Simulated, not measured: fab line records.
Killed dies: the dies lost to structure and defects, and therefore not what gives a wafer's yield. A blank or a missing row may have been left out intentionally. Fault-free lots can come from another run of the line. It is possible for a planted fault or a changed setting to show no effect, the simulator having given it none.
Problem report in the 8D (eight disciplines) form, filled by code	flow berkeleyCmos170	the parts of the form that need people (team, actions taken, sign-off) are left out

## 1. PROBLEM STATEMENT
cdNm at UCB170_M3_CD_MEAS_15 reads a mean of 669.2 nm on 9 wafers of 3 lots; wafers without a fault read 700.2 nm with a standard deviation of 1.3. That is -24 standard deviations from the usual mean.
The step: target cd 700 nm.
Seen first at day 10 07:07 on cdSem-01, wafer L352.1. At this step, 45 wafers from 15 lots have a number in the record. Rule for "out" (also "out of limits"): further than 4 standard deviations from the usual mean. The other wafers with a number count as sound.

## 2. WHAT IT IS AND WHAT IT IS NOT
question	is	is not
which readings at this step	cdNm	-
which lots	L350, L352, L353	L339, L340, L341, L342, L343, L345, L347, L355, L356, L357, L359, L360
which wafers of those lots	all that have a number	-
read on which gauges	cdSem-01, cdSem-02	-
when	from day 10 07:07	up to then (21 sound wafers); but 15 sound wafers of L355, L356, L357, L359, L360 came after

## 3. THE SUSPECTS, EACH WITH WHAT RULES IT OUT
Counting: any tool at a process step up to the reading is kept as a suspect provided that every lot that is out went through it and no sound lot did after the first of them.
- the gauge at UCB170_M3_CD_MEAS_15 has been ruled out. Those wafers that are out were read across 2 gauges (cdSem-01, cdSem-02).
- lithoTrack-01 at UCB170_M3_SOFTBAKE_11 (time 60 s): kept. All lots that are out passed through it, beginning with L352 at day 10 06:00, and no sound lot followed; its final sound lot before that point was L347 at day 9 18:00. Its own readings are out on those wafers: heaterPowerTotalW, plateTempC.
After counting, what remains is lithoTrack-01 at UCB170_M3_SOFTBAKE_11.

## 4. THE CAUSE (what the simulator had put in)
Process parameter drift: lithoTrack-01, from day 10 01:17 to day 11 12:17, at UCB170_M3_SOFTBAKE_11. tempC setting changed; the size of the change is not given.
Only this tool survived the counting.

## 5. THE CHAIN OF EFFECTS, in route order
Each row: a reading whose mean over the struck wafers that have a number lies more than 3 standard deviations from the usual. Readings are gone through only where the record gives a usual standard deviation; hours: the median, over the lots, of the time from a lot's start at the first step in this table giving one to that lot's start at this step; sigmas: the change measured in usual standard deviations.
hours	step	reading	usual	on struck wafers	change	sigmas
0	UCB170_M3_SOFTBAKE_11	heaterPowerTotalW	56.80 W	63.93	+7.13	+99 or more
0	UCB170_M3_SOFTBAKE_11	plateTempC	129.98 C	142.41	+12.43	+96
1	UCB170_M3_CD_MEAS_15	cdNm	700.2 nm	669.2	-31.0	-24
Its process steps:
- UCB170_M3_SOFTBAKE_11: time 60 s.

## 6. HOW IT WOULD HAVE BEEN CAUGHT EARLIER
Counted from the fault's start at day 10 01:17, it took 6 hours until the first out-of-limits reading at a measuring or inspecting step in this record, taken at day 10 07:07.
The tool's own readings at UCB170_M3_SOFTBAKE_11 were out on every struck wafer that the step has a row for (heaterPowerTotalW, plateTempC): an alarm limit on them would have fired on the first of those.
Lots out: 3; of these, L353 started UCB170_M3_SOFTBAKE_11 on lithoTrack-01 after day 10 07:07. Had the tool been put on hold then, it would have been spared.
